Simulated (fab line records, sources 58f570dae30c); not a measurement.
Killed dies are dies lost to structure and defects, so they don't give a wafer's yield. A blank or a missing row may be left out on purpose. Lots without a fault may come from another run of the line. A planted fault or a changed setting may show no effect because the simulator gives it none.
A struck lot beside a sound one | flow berkeley_cmos170 | 15 steps out of a route of 331
Sound: wafers L973.3, L973.4, L973.5. Struck: wafers L976.4, L976.5, L976.6. The cause comes at the end.
At each step with rows: each side's tool, then ch and its chambers, then its first start. Under that, the readings that differ: sound wafers | struck wafers | difference of the means | sigmas: that difference in standard deviations of wafers without a fault.
alike: readings whose means differ by less than 2 such deviations, and words and numbers that are the same on both sides. not compared: withheld readings, readings that some wafer has no value for, bounds like >300 that may hide the same value, and numbers for which the record gives no deviation and whose values overlap.
The two part at a step that has a row with sigmas, a row that says differs or no value, or rows on one side only. Numbers that don't overlap but have no deviation are shown without sigmas and don't part them. A reading that every wafer of one side lacks parts them only if that side has two wafers or more.

first, 2 steps without rows for these wafers: UCB170_SACOX_CLEAN_00 (cleans in dHF, time 7.5 s); UCB170_SACOX_OXIDATION_01 (target thk 14.4 nm, ox time 2400 s).
UCB170_SACOX_THK_MEAS_02:
  sound on film_metro-04, day 7 01:17; struck on film_metro-03, day 7 08:55
  reading              | sound          | struck         | difference | sigmas
  SACOX_OXIDE_THK (nm) | 14.7 14.7 14.6 | 13.5 13.4 13.2 | -1.3       | -4
then, 2 steps without rows for these wafers: UCB170_SCREENOX_WET_ETCH_00 (etches SiO2 in dHF, time 200 s); UCB170_SCREENOX_OXIDATION_01 (target thk 14.4 nm, ox time 2400 s).
UCB170_SCREENOX_THK_MEAS_02:
  sound on film_metro-04, day 7 05:29; struck on film_metro-01, day 7 11:16
  alike: SCREENOX_OXIDE_THK
then, 6 steps without rows for these wafers: UCB170_SCREENOX_ANNEAL_03 (time 900 s); UCB170_NVT_HMDS_00 (prime time 60 s); UCB170_NVT_COAT_01 (resist thk 900 nm); UCB170_NVT_SOFTBAKE_02 (time 60 s); UCB170_NVT_EXPOSE_03 (exposes mask PWELL, target cd 3000 nm); UCB170_NVT_PEB_04.
UCB170_NVT_DEVELOP_05: develop time 45 s.
  sound on litho_track-03 ch 0, day 7 09:00; struck on litho_track-03 ch 0, day 7 16:00
  reading              | sound             | struck            | difference | sigmas
  developer_temp_C (C) | 20.98 21.04 20.91 | 20.04 20.26 20.26 | -0.79      | -7
UCB170_NVT_OVL_MEAS_06:
  sound on overlay-01, day 7 09:43; struck on overlay-02, day 7 16:42
  alike: NVT_OVL
then, 1 step without rows for these wafers: UCB170_M3_PROBE_99.

WHERE THEY PART
First at UCB170_SACOX_THK_MEAS_02; last, within this record, at UCB170_NVT_DEVELOP_05. Later steps at which nothing parts them and some readings are alike: UCB170_NVT_OVL_MEAS_06.

WHY: what the simulator had put in
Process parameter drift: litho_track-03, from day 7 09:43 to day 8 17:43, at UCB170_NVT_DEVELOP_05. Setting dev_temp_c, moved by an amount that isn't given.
